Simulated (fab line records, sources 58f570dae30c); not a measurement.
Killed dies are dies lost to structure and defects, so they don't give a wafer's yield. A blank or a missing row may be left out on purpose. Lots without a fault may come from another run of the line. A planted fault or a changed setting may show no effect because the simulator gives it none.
Which tool did it? | flow berkeley_cmos170 | 7 lots, 21 wafers sampled, at 2 steps of a route of 331

WHAT THE GAUGES READ, wafer by wafer
UCB170_NLDD_OVL_MEAS_07.
lot  | measured     | on         | NLDD_OVL (nm)
L452 | day 6 10:59  | overlay-01 | 13 10 9
L455 | day 7 15:44  | overlay-01 | 0 -3 -7
L459 | day 8 05:25  | overlay-01 | 9 8 3
L463 | day 9 03:25  | overlay-01 | -9 -3 -9
L465 | day 10 00:47 | overlay-01 | -1 -1 -3
L471 | day 10 19:31 | overlay-02 | -10 -9 -5
L473 | day 11 02:37 | overlay-02 | -3 7 -4

WHICH TOOL RAN EACH LOT (tool, then ch and the chambers of the sampled wafers, then the start)
lot  | UCB170_NWELL_ETCH_13
L452 | rie_diel-03 ch 1,2,3, day 2 12:58
L455 | rie_diel-02 ch 0,2, day 3 07:39
L459 | rie_diel-03 ch 0,1,3, day 4 09:12
L463 | rie_diel-02 ch 0,2, day 5 01:40
L465 | rie_diel-03 ch 0,1,2, day 5 14:20
L471 | rie_diel-01 ch 0,2, day 6 13:31
L473 | rie_diel-03 ch 1,3, day 7 05:26
- UCB170_NWELL_ETCH_13: etches Si3N4 in CH3F/Ar/O2, stops on SiO2, target depth 246.4 nm, time 154 s.

THE ANSWER, worked out from the rows above alone
Rule: what is usual is taken from the lots themselves. Put in order of their means at a reading, lots are off if they are a third of the lots or fewer, leave a main group of 4 or more, and stand apart from it by a gap of 3 or more times the standard deviation of the main group's means; of several such gaps the widest counts. A main group whose means are all the same, to the digits that the tables above print for the reading, isn't used. A lot without any number at a reading at which 4 lots or more have one is off too. The other lots that the step has rows for count as sound.
No lot is off at any reading shown: from this, nothing can be told.

WHAT THE SIMULATOR HAD PUT IN
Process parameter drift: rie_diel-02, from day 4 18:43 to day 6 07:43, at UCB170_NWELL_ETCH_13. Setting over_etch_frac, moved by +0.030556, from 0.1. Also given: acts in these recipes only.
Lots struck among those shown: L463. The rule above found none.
